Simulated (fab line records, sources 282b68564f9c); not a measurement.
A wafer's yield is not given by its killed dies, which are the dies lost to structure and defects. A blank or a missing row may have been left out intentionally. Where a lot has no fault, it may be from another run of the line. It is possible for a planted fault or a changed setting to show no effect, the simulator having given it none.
The tool behind it: which one? | flow ritCmos | 42 wafers from 14 lots sampled at 4 of the route's 202 steps

== WHAT EACH GAUGE READ, for each wafer ==
RIT_PRETRO_OVL_MEAS_06. Usual: PRETRO_OVL typically reads -0.6 nm, with standard deviation 1.5.
lot  | measured    | on         | PRETRO_OVL (nm) | flag
L568 | day 3 01:46 | overlay-02 | -1.5 -2.5 -2.3  | 
L569 | day 3 02:22 | overlay-02 | 0.0 -1.0 -1.4   | 
L570 | day 3 07:19 | overlay-02 | -2.4 -0.8 -1.3  | 
L572 | day 3 13:59 | overlay-01 | -0.1 0.7 1.5    | 
L573 | day 3 19:05 | overlay-01 | 1.9 -1.1 0.0    | 
L574 | day 3 23:12 | overlay-01 | -2.9 -0.7 -1.1  | 
L575 | day 4 03:32 | overlay-02 | -3.2 -3.5 -1.3  | 
L577 | day 4 19:55 | overlay-02 | -0.6 -1.0 1.2   | 
L579 | day 5 00:50 | overlay-01 | 1.6 1.7 2.0     | 
L584 | day 6 01:44 | overlay-02 | -1.9 -1.7 -1.0  | 
L586 | day 6 12:52 | overlay-02 | 2.6 -0.7 0.4    | 
L587 | day 6 17:52 | overlay-02 | 0.3 -0.8 1.5    | 
L588 | day 7 02:16 | overlay-02 | -0.8 -0.1 -1.2  | 
L589 | day 7 03:42 | overlay-01 | -0.5 -0.3 0.6   | 

RIT_NSD_OVL_MEAS_06. Usual: NSD_OVL typically reads 0.1 nm, with standard deviation 1.4.
lot  | measured    | on         | NSD_OVL (nm)   | flag
L568 | day 3 20:15 | overlay-02 | 1.2 0.0 0.8    | 
L569 | day 3 19:40 | overlay-02 | 2.1 1.0 2.3    | 
L570 | day 3 23:37 | overlay-02 | 1.4 1.4 2.1    | 
L572 | day 4 07:23 | overlay-01 | -1.6 -1.0 -0.9 | 
L573 | day 4 13:09 | overlay-02 | 0.2 -1.3 -0.4  | 
L574 | day 4 16:41 | overlay-01 | -0.7 -0.8 -2.0 | 
L575 | day 4 20:08 | overlay-02 | 0.4 0.2 1.1    | 
L577 | day 5 11:44 | overlay-01 | -0.4 -0.7 0.2  | 
L579 | day 5 17:07 | overlay-02 | -1.0 -1.3 1.2  | 
L584 | day 6 19:07 | overlay-01 | 2.1 0.3 0.6    | 
L586 | day 7 04:29 | overlay-02 | -0.8 0.9 0.7   | 
L587 | day 7 09:28 | overlay-01 | -2.3 -1.3 -1.4 | 
L588 | day 7 18:28 | overlay-01 | 0.0 -2.4 0.2   | 
L589 | day 7 19:10 | overlay-02 | -1.4 -0.4 -1.0 | 

== TOOL THAT RAN EACH LOT (tool first, then ch and the chambers of the sampled wafers, then the start) ==
lot  | RIT_GATE_STRIP_20                  | RIT_PLDD_DEVELOP_05
L568 | plasmaAsher-03 ch 0,1, day 3 08:41 | lithoTrack-03 ch 0, day 3 15:00
L569 | plasmaAsher-02 ch 0,1, day 3 08:54 | lithoTrack-01 ch 0, day 3 15:00
L570 | plasmaAsher-03 ch 0,1, day 3 13:50 | lithoTrack-02 ch 0, day 3 19:00
L572 | plasmaAsher-03 ch 0,1, day 3 21:32 | lithoTrack-01 ch 0, day 4 03:00
L573 | plasmaAsher-04 ch 0,1, day 4 00:54 | lithoTrack-03 ch 0, day 4 08:00
L574 | plasmaAsher-02 ch 0,1, day 4 04:55 | lithoTrack-01 ch 0, day 4 11:00
L575 | plasmaAsher-03 ch 0,1, day 4 09:59 | lithoTrack-01 ch 0, day 4 15:00
L577 | plasmaAsher-02 ch 0,1, day 5 01:43 | lithoTrack-03 ch 0, day 5 07:00
L579 | plasmaAsher-04 ch 0,1, day 5 07:07 | lithoTrack-01 ch 0, day 5 12:00
L584 | plasmaAsher-04 ch 0,1, day 6 09:22 | lithoTrack-03 ch 0, day 6 15:00
L586 | plasmaAsher-02 ch 0, day 6 18:22   | lithoTrack-03 ch 0, day 7 00:00
L587 | plasmaAsher-03 ch 0,1, day 6 23:32 | lithoTrack-03 ch 0, day 7 05:00
L588 | plasmaAsher-03 ch 1, day 7 07:48   | lithoTrack-03 ch 0, day 7 14:00
L589 | plasmaAsher-02 ch 0, day 7 09:21   | lithoTrack-02 ch 0, day 7 14:00
- RIT_GATE_STRIP_20: strips in O2, time 180 s.
- RIT_PLDD_DEVELOP_05: develop time 50 s.

== AS READ BY THE TOOLS THEMSELVES (means over the sampled wafers that have a number; for cases with no such wafer, the mark the record gives instead) ==
RIT_GATE_STRIP_20. Usual: 6.0 A for drypumpMotorCurrentA, sd 0.39.
lot  | tool           | drypumpMotorCurrentA (A) | flag
L568 | plasmaAsher-03 | 5.9                      | 
L569 | plasmaAsher-02 | 6.3                      | 
L570 | plasmaAsher-03 | 6.2                      | 
L572 | plasmaAsher-03 | 6.2                      | 
L573 | plasmaAsher-04 | 5.8                      | 
L574 | plasmaAsher-02 | 6.2                      | 
L575 | plasmaAsher-03 | 6.2                      | 
L577 | plasmaAsher-02 | 6.3                      | 
L579 | plasmaAsher-04 | 5.9                      | 
L584 | plasmaAsher-04 | 5.8                      | 
L586 | plasmaAsher-02 | 6.1                      | 
L587 | plasmaAsher-03 | 6.2                      | 
L588 | plasmaAsher-03 | 5.6                      | 
L589 | plasmaAsher-02 | 6.1                      | 

RIT_PLDD_DEVELOP_05. Usual: chillPlateTempC 23.01 C, standard deviation 0.11; developerTempC 23.01 C, standard deviation 0.11.
lot  | tool          | chillPlateTempC (C) | developerTempC (C) | flag
L568 | lithoTrack-03 | 23.05               | 23.05              | 
L569 | lithoTrack-01 | 23.00               | 23.00              | 
L570 | lithoTrack-02 | 23.03               | 22.92              | 
L572 | lithoTrack-01 | 22.92               | 22.93              | 
L573 | lithoTrack-03 | 22.93               | 22.93              | 
L574 | lithoTrack-01 | 23.03               | 23.15              | 
L575 | lithoTrack-01 | 22.91               | 22.09              | OFF
L577 | lithoTrack-03 | 23.10               | 23.15              | 
L579 | lithoTrack-01 | 22.90               | 22.07              | OFF
L584 | lithoTrack-03 | 23.18               | 23.11              | 
L586 | lithoTrack-03 | 23.01               | 23.01              | 
L587 | lithoTrack-03 | 23.10               | 22.95              | 
L588 | lithoTrack-03 | 22.94               | 22.99              | 
L589 | lithoTrack-02 | 22.95               | 22.98              | 

== THE ANSWER, worked out from the rows above alone ==
Rule: a lot is off if the mean of its wafers that have a number lies more than 3 standard deviations from the usual mean. Also off: a lot with no number at a reading for which 4 or more lots have one. All remaining lots with rows at the step are treated as sound. After the gauges, taken in route order, come the tools' own readings; for these a lot's mean is taken, as printed above. At the first step where some lot is off, the reading lying furthest off is the one used; lots without a number count as furthest.
Off: L575, L579 (RIT_PLDD_DEVELOP_05, developerTempC).
If a tool, at that step or one of the process steps before it, ran each lot that is off and ran no sound lot following the first of them, it fits. One candidate fits, namely lithoTrack-01 at RIT_PLDD_DEVELOP_05. A fault onset in the window from L574 (day 4 11:00, its last sound lot) to L575 (day 4 15:00, its first lot off) fits.
The tool's own readings at RIT_PLDD_DEVELOP_05 bear it out: on the lots that are off they differ by more than 5 times the standard deviation of the sound lots' means. developerTempC reads 22.08 C there against 23.01 C on the sound lots.

== WHAT WAS PUT IN BY THE SIMULATOR ==
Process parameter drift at RIT_PLDD_DEVELOP_05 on lithoTrack-01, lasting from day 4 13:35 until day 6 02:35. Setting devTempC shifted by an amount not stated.
Lots struck among those shown: L575, L579. The rule above reached the same finding.
